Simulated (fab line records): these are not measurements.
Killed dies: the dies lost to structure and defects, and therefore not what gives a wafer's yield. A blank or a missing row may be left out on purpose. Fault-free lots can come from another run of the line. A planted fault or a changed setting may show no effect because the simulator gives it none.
The same fault as seen by 2 desks -- flow berkeleyCmos170 -- what lay behind the numbers comes last; until then each desk has only its own

== FROM THE METROLOGY DESK ==
Means of the sampled wafers that have a number, per lot and without regard to the tool the lot ran on: this is what the gauges read. Marked OUT: a lot whose mean sits more than 4 standard deviations from the usual mean, which makes it out of limits; the brackets give that distance.
Columns: A = M1_AL_RS at UCB170_M1_RS_MEAS_01, usual 0.0486 ohm/sq; B = cdNm at UCB170_M2_CD_MEAS_15, usual 700.0 nm; C = cdNm at UCB170_M2_CD_MEAS_90, usual 698 nm; D = cdNm at UCB170_V2_CD_MEAS_12, usual 699.9 nm
lot,first seen here,A,B,C,D
L159,day 8 08:25,0.0480,699.9,697,699.6
L160,day 8 09:20,0.0482,700.8,703,698.9
L161,day 8 14:13,0.0483,698.3,696,698.7
L162,day 8 14:28,0.0480,699.4,698,697.9
L165,day 9 17:50,0.0495,702.6,697,700.3
L163,day 9 18:26,0.0491,700.3,703,700.6
L164,day 9 18:38,0.0479,699.9,699,700.6
L172,day 10 07:31,0.0484,701.1,700,700.7
L170,day 10 09:30,0.0486,699.1,699,688.6 (-9.4) OUT
L169,day 10 09:44,0.0485,699.8,701,687.4 (-10) OUT
L174,day 10 14:17,0.0480,700.8,701,701.6
L176,day 11 01:26,0.0491,699.2,694,700.6
L175,day 11 01:28,0.0492,700.9,701,690.1 (-8.2) OUT
L178,day 11 14:01,0.0481,700.1,697,699.8
L179,day 11 23:10,0.0477,698.8,699,699.5
This desk's finding: out of limits on L169, L170, L175; first on L169, day 11 02:41 (cdNm at UCB170_V2_CD_MEAS_12). Within limits: L159, L160, L161, L162, L165, L163, L164, L172, L174, L176, L178, L179.

== THE TOOL OWNER'S DESK: lithoTrack-01 ==
For each lot that ran on this tool, the mean over its sampled wafers that have a number, from the tool's own readings at UCB170_V2_PEB_10. Marked OUT: a lot whose mean sits more than 4 standard deviations from the usual mean, which makes it out of limits; the brackets give that distance.
Columns: A = heaterPowerTotalW at UCB170_V2_PEB_10, usual 56.80 W; B = resistLineTempC at UCB170_V2_PEB_10, usual 23.03 C
lot,first seen here,A,B
L159,day 8 22:40,56.79,23.02
L161,day 9 11:46,56.82,22.98
L162,day 9 12:02,56.83,23.06
L172,day 10 23:38,56.81,23.00
L169,day 11 02:22,59.93 (+78) OUT,23.12
L170,day 11 02:39,59.95 (+79) OUT,22.95
L175,day 11 16:47,60.00 (+80) OUT,23.00
This desk's finding: out of limits on L169, L170, L175; first on L169, day 11 02:22 (heaterPowerTotalW at UCB170_V2_PEB_10). Within limits: L159, L161, L162, L172.

== BROUGHT TOGETHER ==
An alarm could have come from the tool owner's desk at day 11 02:22, on L169, L170, L175.
The metrology desk could have raised an alarm at day 11 02:41, on L169, L170, L175.
All the named lots went through UCB170_V2_PEB_10 on lithoTrack-01.

== WHAT WAS PUT IN BY THE SIMULATOR ==
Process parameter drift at UCB170_V2_PEB_10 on lithoTrack-01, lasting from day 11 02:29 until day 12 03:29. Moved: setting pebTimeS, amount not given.
Struck lots among those shown: L169, L170, L175.
